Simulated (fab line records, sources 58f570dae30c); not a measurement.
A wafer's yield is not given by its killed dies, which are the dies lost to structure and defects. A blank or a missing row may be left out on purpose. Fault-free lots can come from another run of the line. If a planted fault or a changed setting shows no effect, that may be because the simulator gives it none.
What tool caused it? | flow berkeley_cmos170 | 7 lots with 21 wafers sampled at 2 steps, on a route of 331 steps

== WHAT EACH GAUGE READ, for each wafer ==
UCB170_PWELL_TW_MEAS_17.
lot  | measured    | on            | PWELL_TW
L599 | day 3 18:21 | film_metro-03 | 385.7 386.6 383.9
L602 | day 4 04:49 | film_metro-02 | 381.8 379.2 379.0
L606 | day 4 23:08 | film_metro-02 | 377.8 378.9 380.3
L609 | day 5 17:44 | film_metro-03 | 382.3 381.3 380.9
L616 | day 7 03:57 | film_metro-04 | 376.2 374.7 376.1
L622 | day 8 08:42 | film_metro-02 | 380.4 380.4 381.0

== EACH LOT AND THE TOOL THAT RAN IT (in order: tool; ch and the chambers of the sampled wafers; start) ==
lot  | UCB170_ZERO_ETCH_06
L599 | rie_diel-01 ch 0,1, day 1 23:52
L602 | rie_diel-01 ch 0,1,2, day 2 15:17
L606 | rie_diel-03 ch 0,1, day 3 06:33
L609 | rie_diel-01 ch 0,1,2, day 4 00:10
L613 | rie_diel-03 ch 1,3, day 5 06:16
L616 | rie_diel-01 ch 0,1,3, day 5 14:27
L622 | rie_diel-02 ch 0,1, day 6 15:13
- UCB170_ZERO_ETCH_06: etches SiO2 in CHF3/CF4/Ar, time 12 s.

== THE ANSWER, worked out from the rows above alone ==
Rule: usual is defined by the lots themselves. The widest of any qualifying gaps counts: lots, ordered by their means at a reading, are off when they make up no more than a third of the lots, leave a main group of 4 or more, and stand apart from it by 3 or more times the standard deviation of that group's means. A main group whose means are all the same, to the digits that the tables above print for the reading, isn't used. Also off: a lot with no number at a reading for which 4 or more lots have one. Any other lot the step has rows for is counted as sound.
Nothing can be told from this: no lot is off at any reading shown.

== WHAT WAS PUT IN BY THE SIMULATOR ==
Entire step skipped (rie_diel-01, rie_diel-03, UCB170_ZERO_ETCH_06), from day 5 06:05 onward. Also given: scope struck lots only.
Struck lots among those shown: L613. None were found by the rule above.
